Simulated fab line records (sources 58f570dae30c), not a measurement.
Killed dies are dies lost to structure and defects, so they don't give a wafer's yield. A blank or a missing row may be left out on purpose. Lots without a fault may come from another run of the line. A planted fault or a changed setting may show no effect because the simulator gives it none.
Which tool is to blame? || flow berkeley cmos170 || 14 lots with 42 wafers sampled at 6 steps, on a route of 331 steps

WHAT EACH GAUGE READ, for each wafer
UCB170_FIELD_THK_MEAS_02. Usual: FIELD_OXIDE_THK typically reads 553 nm, with standard deviation 8.1.
{"lot": "L729", "measured": "day 4 22:02", "on": "film metro-02", "FIELD_OXIDE_THK (nm)": "551 556 561", "flag": ""}
{"lot": "L730", "measured": "day 4 22:03", "on": "film metro-01", "FIELD_OXIDE_THK (nm)": "555 565 550", "flag": ""}
{"lot": "L731", "measured": "day 5 09:43", "on": "film metro-01", "FIELD_OXIDE_THK (nm)": "559 551 557", "flag": ""}
{"lot": "L733", "measured": "day 5 09:47", "on": "film metro-02", "FIELD_OXIDE_THK (nm)": "547 558 555", "flag": ""}
{"lot": "L735", "measured": "day 6 02:24", "on": "film metro-02", "FIELD_OXIDE_THK (nm)": "544 553 547", "flag": ""}
{"lot": "L736", "measured": "day 6 02:24", "on": "film metro-01", "FIELD_OXIDE_THK (nm)": "548 546 557", "flag": ""}
{"lot": "L737", "measured": "day 6 08:00", "on": "film metro-04", "FIELD_OXIDE_THK (nm)": "571 570 560", "flag": ""}
{"lot": "L738", "measured": "day 6 07:59", "on": "film metro-01", "FIELD_OXIDE_THK (nm)": "547 554 551", "flag": ""}
{"lot": "L740", "measured": "day 7 10:37", "on": "film metro-01", "FIELD_OXIDE_THK (nm)": "552 552 555", "flag": ""}
{"lot": "L741", "measured": "day 7 16:13", "on": "film metro-02", "FIELD_OXIDE_THK (nm)": "542 544 552", "flag": ""}
{"lot": "L742", "measured": "day 7 23:19", "on": "film metro-04", "FIELD_OXIDE_THK (nm)": "546 556 547", "flag": ""}
{"lot": "L748", "measured": "day 8 15:27", "on": "film metro-01", "FIELD_OXIDE_THK (nm)": "559 550 552", "flag": ""}
{"lot": "L750", "measured": "day 9 05:01", "on": "film metro-01", "FIELD_OXIDE_THK (nm)": "545 539 545", "flag": ""}
{"lot": "L752", "measured": "day 9 19:50", "on": "film metro-01", "FIELD_OXIDE_THK (nm)": "562 558 572", "flag": ""}

UCB170_PVT_TW_MEAS_09. Usual: PVT_TW typically reads 514, with standard deviation 3.9.
{"lot": "L729", "measured": "day 6 00:39", "on": "film metro-04", "PVT_TW": "514 514 515", "flag": ""}
{"lot": "L730", "measured": "day 6 01:09", "on": "film metro-02", "PVT_TW": "511 510 510", "flag": ""}
{"lot": "L731", "measured": "day 6 14:17", "on": "film metro-01", "PVT_TW": "510 509 512", "flag": ""}
{"lot": "L733", "measured": "day 6 13:57", "on": "film metro-04", "PVT_TW": "515 517 513", "flag": ""}
{"lot": "L735", "measured": "day 7 11:51", "on": "film metro-01", "PVT_TW": "509 508 510", "flag": ""}
{"lot": "L736", "measured": "day 7 12:07", "on": "film metro-01", "PVT_TW": "509 508 509", "flag": ""}
{"lot": "L737", "measured": "day 7 12:22", "on": "film metro-04", "PVT_TW": "514 518 517", "flag": ""}
{"lot": "L738", "measured": "day 7 11:01", "on": "film metro-02", "PVT_TW": "513 511 511", "flag": ""}
{"lot": "L740", "measured": "day 8 09:42", "on": "film metro-01", "PVT_TW": "508 511 512", "flag": ""}
{"lot": "L741", "measured": "day 8 19:58", "on": "film metro-01", "PVT_TW": "511 511 508", "flag": ""}
{"lot": "L742", "measured": "day 9 01:47", "on": "film metro-04", "PVT_TW": "518 520 519", "flag": ""}
{"lot": "L748", "measured": "day 9 20:32", "on": "film metro-04", "PVT_TW": "31 31 31", "flag": "OFF"}
{"lot": "L750", "measured": "day 10 08:42", "on": "film metro-04", "PVT_TW": "30 30 30", "flag": "OFF"}
{"lot": "L752", "measured": "day 10 20:47", "on": "film metro-04", "PVT_TW": "513 515 512", "flag": ""}

UCB170_M3_CD_MEAS_15: target cd 700 nm. Usual: cd nm at 699.9 nm, with a standard deviation of 1.3.
{"lot": "L729", "measured": "day 8 17:06", "on": "cd sem-01", "cd nm (nm)": "699.4 700.2 701.3", "flag": ""}
{"lot": "L730", "measured": "day 8 16:51", "on": "cd sem-02", "cd nm (nm)": "698.9 699.4 699.4", "flag": ""}
{"lot": "L731", "measured": "day 9 15:20", "on": "cd sem-02", "cd nm (nm)": "700.1 700.6 700.4", "flag": ""}
{"lot": "L733", "measured": "day 9 10:47", "on": "cd sem-02", "cd nm (nm)": "698.7 698.8 699.1", "flag": ""}
{"lot": "L735", "measured": "day 9 20:32", "on": "cd sem-01", "cd nm (nm)": "701.2 701.7 702.2", "flag": ""}
{"lot": "L736", "measured": "day 9 21:16", "on": "cd sem-01", "cd nm (nm)": "701.9 700.3 701.3", "flag": ""}
{"lot": "L737", "measured": "day 9 15:38", "on": "cd sem-02", "cd nm (nm)": "699.5 699.3 699.0", "flag": ""}
{"lot": "L738", "measured": "day 9 15:57", "on": "cd sem-01", "cd nm (nm)": "699.8 698.3 698.6", "flag": ""}
{"lot": "L740", "measured": "day 10 17:47", "on": "cd sem-01", "cd nm (nm)": "699.3 699.4 699.1", "flag": ""}
{"lot": "L741", "measured": "day 11 09:15", "on": "cd sem-02", "cd nm (nm)": "699.6 699.3 700.1", "flag": ""}
{"lot": "L742", "measured": "day 11 08:43", "on": "cd sem-01", "cd nm (nm)": "702.6 702.1 701.4", "flag": ""}
{"lot": "L748", "measured": "day 12 01:56", "on": "cd sem-02", "cd nm (nm)": "700.9 701.0 700.6", "flag": ""}
{"lot": "L750", "measured": "day 12 09:24", "on": "cd sem-01", "cd nm (nm)": "699.4 699.1 700.5", "flag": ""}
{"lot": "L752", "measured": "day 13 04:37", "on": "cd sem-01", "cd nm (nm)": "699.9 701.2 701.2", "flag": ""}

WHICH TOOL RAN EACH LOT (tool, then ch and the chambers of the sampled wafers, then the start)
{"lot": "L729", "UCB170_PWELL_STRIP_16": "plasma asher-04 ch 0,1, day 3 09:00", "UCB170_NVT_STRIP_08": "plasma asher-01 ch 0,1, day 5 22:50", "UCB170_PVT_STRIP_08": "plasma asher-03 ch 0,1, day 6 00:32"}
{"lot": "L730", "UCB170_PWELL_STRIP_16": "plasma asher-01 ch 0,1, day 3 09:25", "UCB170_NVT_STRIP_08": "plasma asher-02 ch 0,1, day 5 23:06", "UCB170_PVT_STRIP_08": "plasma asher-01 ch 0,1, day 6 01:04"}
{"lot": "L731", "UCB170_PWELL_STRIP_16": "plasma asher-03 ch 0,1, day 3 16:33", "UCB170_NVT_STRIP_08": "plasma asher-03 ch 0,1, day 6 12:30", "UCB170_PVT_STRIP_08": "plasma asher-04 ch 0,1, day 6 14:11"}
{"lot": "L733", "UCB170_PWELL_STRIP_16": "plasma asher-03 ch 0, day 3 17:17", "UCB170_NVT_STRIP_08": "plasma asher-02 ch 0,1, day 6 12:08", "UCB170_PVT_STRIP_08": "plasma asher-03 ch 1, day 6 13:51"}
{"lot": "L735", "UCB170_PWELL_STRIP_16": "plasma asher-04 ch 0,1, day 4 06:40", "UCB170_NVT_STRIP_08": "plasma asher-03 ch 0,1, day 7 07:50", "UCB170_PVT_STRIP_08": "plasma asher-04 ch 0,1, day 7 11:44"}
{"lot": "L736", "UCB170_PWELL_STRIP_16": "plasma asher-04 ch 1, day 4 12:41", "UCB170_NVT_STRIP_08": "plasma asher-02 ch 0,1, day 7 08:07", "UCB170_PVT_STRIP_08": "plasma asher-01 ch 0,1, day 7 12:01"}
{"lot": "L737", "UCB170_PWELL_STRIP_16": "plasma asher-03 ch 0,1, day 4 19:21", "UCB170_NVT_STRIP_08": "plasma asher-01 ch 0, day 7 08:07", "UCB170_PVT_STRIP_08": "plasma asher-04 ch 0, day 7 12:16"}
{"lot": "L738", "UCB170_PWELL_STRIP_16": "plasma asher-03 ch 0,1, day 4 19:53", "UCB170_NVT_STRIP_08": "plasma asher-01 ch 0,1, day 7 07:34", "UCB170_PVT_STRIP_08": "plasma asher-03 ch 0,1, day 7 10:55"}
{"lot": "L740", "UCB170_PWELL_STRIP_16": "plasma asher-04 ch 0,1, day 5 10:44", "UCB170_NVT_STRIP_08": "plasma asher-02 ch 0,1, day 8 07:34", "UCB170_PVT_STRIP_08": "plasma asher-04 ch 0,1, day 8 09:36"}
{"lot": "L741", "UCB170_PWELL_STRIP_16": "plasma asher-04 ch 0,1, day 5 17:38", "UCB170_NVT_STRIP_08": "plasma asher-02 ch 0,1, day 8 17:32", "UCB170_PVT_STRIP_08": "plasma asher-04 ch 0,1, day 8 19:52"}
{"lot": "L742", "UCB170_PWELL_STRIP_16": "plasma asher-01 ch 0,1, day 6 01:24", "UCB170_NVT_STRIP_08": "plasma asher-02 ch 0,1, day 8 23:32", "UCB170_PVT_STRIP_08": "plasma asher-04 ch 0,1, day 9 01:41"}
{"lot": "L748", "UCB170_PWELL_STRIP_16": "plasma asher-01 ch 1, day 7 08:40", "UCB170_NVT_STRIP_08": "plasma asher-02 ch 0,1, day 9 17:54", "UCB170_PVT_STRIP_08": "plasma asher-03 ch 1, day 9 20:26"}
{"lot": "L750", "UCB170_PWELL_STRIP_16": "plasma asher-03 ch 0,1, day 7 16:17", "UCB170_NVT_STRIP_08": "plasma asher-01 ch 0,1, day 10 07:14", "UCB170_PVT_STRIP_08": "plasma asher-01 ch 0,1, day 10 08:36"}
{"lot": "L752", "UCB170_PWELL_STRIP_16": "plasma asher-04 ch 0,1, day 8 09:05", "UCB170_NVT_STRIP_08": "plasma asher-01 ch 0,1, day 10 18:39", "UCB170_PVT_STRIP_08": "plasma asher-01 ch 0,1, day 10 20:41"}
- UCB170_PWELL_STRIP_16: strips in O2.
- UCB170_NVT_STRIP_08: strips in O2.
- UCB170_PVT_STRIP_08: strips in O2.

WHAT THE TOOLS THEMSELVES READ (means of the sampled wafers that have a number; where no wafer has one, the mark that the record gives instead)
UCB170_PWELL_STRIP_16. Usual: chamber pressure mTorr 3500 mTorr, standard deviation 3.3; drypump motor current A 5.9 A, standard deviation 0.43; oes product au 0.721 a.u., standard deviation 0.0049; strip time to endpoint s 18.13 s, standard deviation 0.094.
{"lot": "L729", "tool": "plasma asher-04", "chamber pressure mTorr (mTorr)": 3501, "drypump motor current A (A)": 6.1, "oes product au (a.u.)": 0.718, "strip time to endpoint s (s)": 18.11, "flag": ""}
{"lot": "L730", "tool": "plasma asher-01", "chamber pressure mTorr (mTorr)": 3494, "drypump motor current A (A)": 5.6, "oes product au (a.u.)": 0.719, "strip time to endpoint s (s)": 18.18, "flag": ""}
{"lot": "L731", "tool": "plasma asher-03", "chamber pressure mTorr (mTorr)": 3497, "drypump motor current A (A)": 6.1, "oes product au (a.u.)": 0.720, "strip time to endpoint s (s)": 18.18, "flag": ""}
{"lot": "L733", "tool": "plasma asher-03", "chamber pressure mTorr (mTorr)": 3503, "drypump motor current A (A)": 6.3, "oes product au (a.u.)": 0.722, "strip time to endpoint s (s)": 18.13, "flag": ""}
{"lot": "L735", "tool": "plasma asher-04", "chamber pressure mTorr (mTorr)": 3501, "drypump motor current A (A)": 6.2, "oes product au (a.u.)": 0.722, "strip time to endpoint s (s)": 18.14, "flag": ""}
{"lot": "L736", "tool": "plasma asher-04", "chamber pressure mTorr (mTorr)": 3501, "drypump motor current A (A)": 6.0, "oes product au (a.u.)": 0.721, "strip time to endpoint s (s)": 18.19, "flag": ""}
{"lot": "L737", "tool": "plasma asher-03", "chamber pressure mTorr (mTorr)": 3499, "drypump motor current A (A)": 6.1, "oes product au (a.u.)": 0.717, "strip time to endpoint s (s)": 18.02, "flag": ""}
{"lot": "L738", "tool": "plasma asher-03", "chamber pressure mTorr (mTorr)": 3499, "drypump motor current A (A)": 6.1, "oes product au (a.u.)": 0.727, "strip time to endpoint s (s)": 18.06, "flag": ""}
{"lot": "L740", "tool": "plasma asher-04", "chamber pressure mTorr (mTorr)": 3502, "drypump motor current A (A)": 6.3, "oes product au (a.u.)": 0.718, "strip time to endpoint s (s)": 18.23, "flag": ""}
{"lot": "L741", "tool": "plasma asher-04", "chamber pressure mTorr (mTorr)": 3503, "drypump motor current A (A)": 6.2, "oes product au (a.u.)": 0.721, "strip time to endpoint s (s)": 18.16, "flag": ""}
{"lot": "L742", "tool": "plasma asher-01", "chamber pressure mTorr (mTorr)": 3499, "drypump motor current A (A)": 5.6, "oes product au (a.u.)": 0.722, "strip time to endpoint s (s)": 18.09, "flag": ""}
{"lot": "L748", "tool": "plasma asher-01", "chamber pressure mTorr (mTorr)": 3499, "drypump motor current A (A)": 5.9, "oes product au (a.u.)": 0.719, "strip time to endpoint s (s)": 18.13, "flag": ""}
{"lot": "L750", "tool": "plasma asher-03", "chamber pressure mTorr (mTorr)": 3500, "drypump motor current A (A)": 5.8, "oes product au (a.u.)": 0.719, "strip time to endpoint s (s)": 18.12, "flag": ""}
{"lot": "L752", "tool": "plasma asher-04", "chamber pressure mTorr (mTorr)": 3499, "drypump motor current A (A)": 6.3, "oes product au (a.u.)": 0.719, "strip time to endpoint s (s)": 18.18, "flag": ""}

UCB170_NVT_STRIP_08. Usual: chamber pressure mTorr 3500 mTorr, standard deviation 3.2; drypump motor current A 5.6 A, standard deviation 0.46; oes product au 0.735 a.u., standard deviation 0.0041; strip time to endpoint s 21.63 s, standard deviation 0.067.
{"lot": "L729", "tool": "plasma asher-01", "chamber pressure mTorr (mTorr)": 3499, "drypump motor current A (A)": 5.3, "oes product au (a.u.)": 0.733, "strip time to endpoint s (s)": 21.68, "flag": ""}
{"lot": "L730", "tool": "plasma asher-02", "chamber pressure mTorr (mTorr)": 3501, "drypump motor current A (A)": 5.4, "oes product au (a.u.)": 0.732, "strip time to endpoint s (s)": 21.67, "flag": ""}
{"lot": "L731", "tool": "plasma asher-03", "chamber pressure mTorr (mTorr)": 3494, "drypump motor current A (A)": 5.8, "oes product au (a.u.)": 0.734, "strip time to endpoint s (s)": 21.71, "flag": ""}
{"lot": "L733", "tool": "plasma asher-02", "chamber pressure mTorr (mTorr)": 3498, "drypump motor current A (A)": 5.4, "oes product au (a.u.)": 0.735, "strip time to endpoint s (s)": 21.53, "flag": ""}
{"lot": "L735", "tool": "plasma asher-03", "chamber pressure mTorr (mTorr)": 3503, "drypump motor current A (A)": 6.1, "oes product au (a.u.)": 0.735, "strip time to endpoint s (s)": 21.63, "flag": ""}
{"lot": "L736", "tool": "plasma asher-02", "chamber pressure mTorr (mTorr)": 3500, "drypump motor current A (A)": 5.6, "oes product au (a.u.)": 0.736, "strip time to endpoint s (s)": 21.61, "flag": ""}
{"lot": "L737", "tool": "plasma asher-01", "chamber pressure mTorr (mTorr)": 3500, "drypump motor current A (A)": 5.0, "oes product au (a.u.)": 0.734, "strip time to endpoint s (s)": 21.63, "flag": ""}
{"lot": "L738", "tool": "plasma asher-01", "chamber pressure mTorr (mTorr)": 3501, "drypump motor current A (A)": 5.6, "oes product au (a.u.)": 0.739, "strip time to endpoint s (s)": 21.73, "flag": ""}
{"lot": "L740", "tool": "plasma asher-02", "chamber pressure mTorr (mTorr)": 3501, "drypump motor current A (A)": 5.3, "oes product au (a.u.)": 0.731, "strip time to endpoint s (s)": 21.71, "flag": ""}
{"lot": "L741", "tool": "plasma asher-02", "chamber pressure mTorr (mTorr)": 3499, "drypump motor current A (A)": 5.4, "oes product au (a.u.)": 0.736, "strip time to endpoint s (s)": 21.70, "flag": ""}
{"lot": "L742", "tool": "plasma asher-02", "chamber pressure mTorr (mTorr)": 3500, "drypump motor current A (A)": 5.6, "oes product au (a.u.)": 0.728, "strip time to endpoint s (s)": 21.58, "flag": ""}
{"lot": "L748", "tool": "plasma asher-02", "chamber pressure mTorr (mTorr)": "-", "drypump motor current A (A)": "-", "oes product au (a.u.)": "-", "strip time to endpoint s (s)": "-", "flag": "OFF"}
{"lot": "L750", "tool": "plasma asher-01", "chamber pressure mTorr (mTorr)": "-", "drypump motor current A (A)": "-", "oes product au (a.u.)": "-", "strip time to endpoint s (s)": "-", "flag": "OFF"}
{"lot": "L752", "tool": "plasma asher-01", "chamber pressure mTorr (mTorr)": 3499, "drypump motor current A (A)": 5.6, "oes product au (a.u.)": 0.737, "strip time to endpoint s (s)": 21.53, "flag": ""}

UCB170_PVT_STRIP_08. Usual: chamber pressure mTorr 3500 mTorr, standard deviation 3.1; drypump motor current A 5.9 A, standard deviation 0.44; oes product au 0.734 a.u., standard deviation 0.0044; strip time to endpoint s 21.60 s, standard deviation 0.062.
{"lot": "L729", "tool": "plasma asher-03", "chamber pressure mTorr (mTorr)": 3497, "drypump motor current A (A)": 5.8, "oes product au (a.u.)": 0.737, "strip time to endpoint s (s)": 21.60, "flag": ""}
{"lot": "L730", "tool": "plasma asher-01", "chamber pressure mTorr (mTorr)": 3497, "drypump motor current A (A)": 5.3, "oes product au (a.u.)": 0.732, "strip time to endpoint s (s)": 21.59, "flag": ""}
{"lot": "L731", "tool": "plasma asher-04", "chamber pressure mTorr (mTorr)": 3501, "drypump motor current A (A)": 6.2, "oes product au (a.u.)": 0.735, "strip time to endpoint s (s)": 21.55, "flag": ""}
{"lot": "L733", "tool": "plasma asher-03", "chamber pressure mTorr (mTorr)": 3502, "drypump motor current A (A)": 5.6, "oes product au (a.u.)": 0.734, "strip time to endpoint s (s)": 21.56, "flag": ""}
{"lot": "L735", "tool": "plasma asher-04", "chamber pressure mTorr (mTorr)": 3499, "drypump motor current A (A)": 6.2, "oes product au (a.u.)": 0.739, "strip time to endpoint s (s)": 21.63, "flag": ""}
{"lot": "L736", "tool": "plasma asher-01", "chamber pressure mTorr (mTorr)": 3498, "drypump motor current A (A)": 5.6, "oes product au (a.u.)": 0.730, "strip time to endpoint s (s)": 21.55, "flag": ""}
{"lot": "L737", "tool": "plasma asher-04", "chamber pressure mTorr (mTorr)": 3497, "drypump motor current A (A)": 6.4, "oes product au (a.u.)": 0.731, "strip time to endpoint s (s)": 21.67, "flag": ""}
{"lot": "L738", "tool": "plasma asher-03", "chamber pressure mTorr (mTorr)": 3496, "drypump motor current A (A)": 5.8, "oes product au (a.u.)": 0.734, "strip time to endpoint s (s)": 21.58, "flag": ""}
{"lot": "L740", "tool": "plasma asher-04", "chamber pressure mTorr (mTorr)": 3499, "drypump motor current A (A)": 6.3, "oes product au (a.u.)": 0.731, "strip time to endpoint s (s)": 21.67, "flag": ""}
{"lot": "L741", "tool": "plasma asher-04", "chamber pressure mTorr (mTorr)": 3500, "drypump motor current A (A)": 6.1, "oes product au (a.u.)": 0.733, "strip time to endpoint s (s)": 21.60, "flag": ""}
{"lot": "L742", "tool": "plasma asher-04", "chamber pressure mTorr (mTorr)": 3497, "drypump motor current A (A)": 6.1, "oes product au (a.u.)": 0.734, "strip time to endpoint s (s)": 21.51, "flag": ""}
{"lot": "L748", "tool": "plasma asher-03", "chamber pressure mTorr (mTorr)": 3498, "drypump motor current A (A)": 5.6, "oes product au (a.u.)": 0.741, "strip time to endpoint s (s)": 47.78, "flag": "OFF"}
{"lot": "L750", "tool": "plasma asher-01", "chamber pressure mTorr (mTorr)": 3499, "drypump motor current A (A)": 5.6, "oes product au (a.u.)": 0.739, "strip time to endpoint s (s)": 47.85, "flag": "OFF"}
{"lot": "L752", "tool": "plasma asher-01", "chamber pressure mTorr (mTorr)": 3499, "drypump motor current A (A)": 5.6, "oes product au (a.u.)": 0.732, "strip time to endpoint s (s)": 21.64, "flag": ""}

THE ANSWER, worked out from the rows above alone
Rule: a lot is off if the mean of its wafers that have a number lies more than 3 standard deviations from the usual mean. Also off: a lot with no number at a reading for which 4 or more lots have one. Any other lot the step has rows for is counted as sound. Order of review: gauges by route order, followed by the tools' own readings, for which a lot's mean as printed above is used. The first step at which some lot is off is used, and at that step the reading that is off furthest; a lot without a number counts as furthest.
Off: at UCB170_PVT_TW_MEAS_09 (PVT_TW), L748, L750.
A tool fits if, at a process step before that reading, it ran every lot that is off, and no sound lot after the first of them. The gauges at UCB170_PVT_TW_MEAS_09 aren't tried: what is off there is off at UCB170_NVT_STRIP_08 too, on other tools, and a gauge's error can't cause that. Not one of the candidates tried fits.

WHAT THE SIMULATOR HAD INSERTED
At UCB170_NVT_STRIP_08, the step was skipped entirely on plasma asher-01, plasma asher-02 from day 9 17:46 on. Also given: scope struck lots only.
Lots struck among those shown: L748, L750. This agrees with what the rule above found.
